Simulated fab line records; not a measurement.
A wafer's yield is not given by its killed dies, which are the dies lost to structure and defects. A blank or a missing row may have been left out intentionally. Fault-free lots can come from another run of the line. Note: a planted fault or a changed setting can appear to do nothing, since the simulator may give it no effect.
The tool behind it: which one? | flow rit-cmos | 14 lots, 42 wafers sampled, at 2 steps of a route of 202

== WHAT THE GAUGES SHOWED, per wafer ==
RIT_GATE_THK_MEAS_09. Usual: GATE_POLY_THK 250.9 nm, standard deviation 2.2.
lot  | measured    | on            | GATE_POLY_THK (nm) | flag
L901 | day 3 03:38 | film-metro-04 | 247.7 246.3 246.2  |
L902 | day 3 03:46 | film-metro-01 | 251.6 248.3 250.4  |
L903 | day 3 16:12 | film-metro-03 | 248.3 251.3 250.7  |
L904 | day 3 17:50 | film-metro-01 | 249.0 249.6 250.0  |
L905 | day 3 23:23 | film-metro-04 | 250.0 251.8 249.5  |
L906 | day 4 04:02 | film-metro-03 | 251.7 251.1 251.7  |
L907 | day 4 06:59 | film-metro-03 | 253.5 254.5 253.3  |
L908 | day 4 14:49 | film-metro-01 | 249.6 250.0 248.1  |
L910 | day 4 23:26 | film-metro-04 | 252.2 252.5 254.2  |
L912 | day 5 07:23 | film-metro-03 | 252.8 251.4 252.1  |
L913 | day 5 13:20 | film-metro-03 | 337.6 339.5 336.5  | OFF
L914 | day 5 20:11 | film-metro-04 | 334.5 332.3 337.3  | OFF
L915 | day 6 00:09 | film-metro-01 | 251.2 254.8 254.2  |
L921 | day 7 05:40 | film-metro-03 | 249.8 249.9 249.3  |

== TOOL THAT RAN EACH LOT (tool first, then ch and the chambers of the sampled wafers, then the start) ==
lot  | RIT_GATE_CVD_08
L901 | lpcvd-01 ch 0, day 3 02:01
L902 | lpcvd-02 ch 0, day 3 02:08
L903 | lpcvd-02 ch 1, day 3 14:35
L904 | lpcvd-02 ch 0, day 3 16:12
L905 | lpcvd-02 ch 1, day 3 21:45
L906 | lpcvd-02 ch 1, day 4 02:25
L907 | lpcvd-01 ch 1, day 4 05:22
L908 | lpcvd-01 ch 1, day 4 13:11
L910 | lpcvd-02 ch 0, day 4 21:49
L912 | lpcvd-01 ch 1, day 5 05:46
L913 | lpcvd-01 ch 0, day 5 11:42
L914 | lpcvd-01 ch 0, day 5 18:34
L915 | lpcvd-02 ch 0, day 5 22:32
L921 | lpcvd-02 ch 1, day 7 04:03
- RIT_GATE_CVD_08: deposits poly-Si from SiH4, target thk 250 nm, time 2220 s.

== AS READ BY THE TOOLS THEMSELVES (means over the sampled wafers that have a number; for cases with no such wafer, the mark the record gives instead) ==
The record holds no such reading with a usual standard deviation.

== THE ANSWER, worked out from the rows above alone ==
Rule: a lot is off if the mean of its wafers that have a number lies more than 3 standard deviations from the usual mean. Also off: a lot with no number at a reading for which 4 or more lots have one. Any other lot the step has rows for is counted as sound. Order of review: gauges by route order, followed by the tools' own readings, for which a lot's mean as printed above is used. At the first step where some lot is off, the reading lying furthest off is the one used; lots without a number count as furthest.
Off: at RIT_GATE_THK_MEAS_09 (GATE_POLY_THK), L913, L914.
A tool fits if, at a process step before that reading, it ran every lot that is off, and no sound lot after the first of them. Gauges at RIT_GATE_THK_MEAS_09: tried the same way as those tools. One candidate fits, namely lpcvd-01 at RIT_GATE_CVD_08. Its last sound lot is L912 (day 5 05:46), its first lot that is off L913 (day 5 11:42): a fault that began between those two fits.

== WHAT WAS PUT IN BY THE SIMULATOR ==
lpcvd-01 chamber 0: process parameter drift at RIT_GATE_CVD_08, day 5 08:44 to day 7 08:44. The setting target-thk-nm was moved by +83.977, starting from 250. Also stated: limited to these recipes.
Shown lots that were struck: L913, L914. Same finding as the rule above.
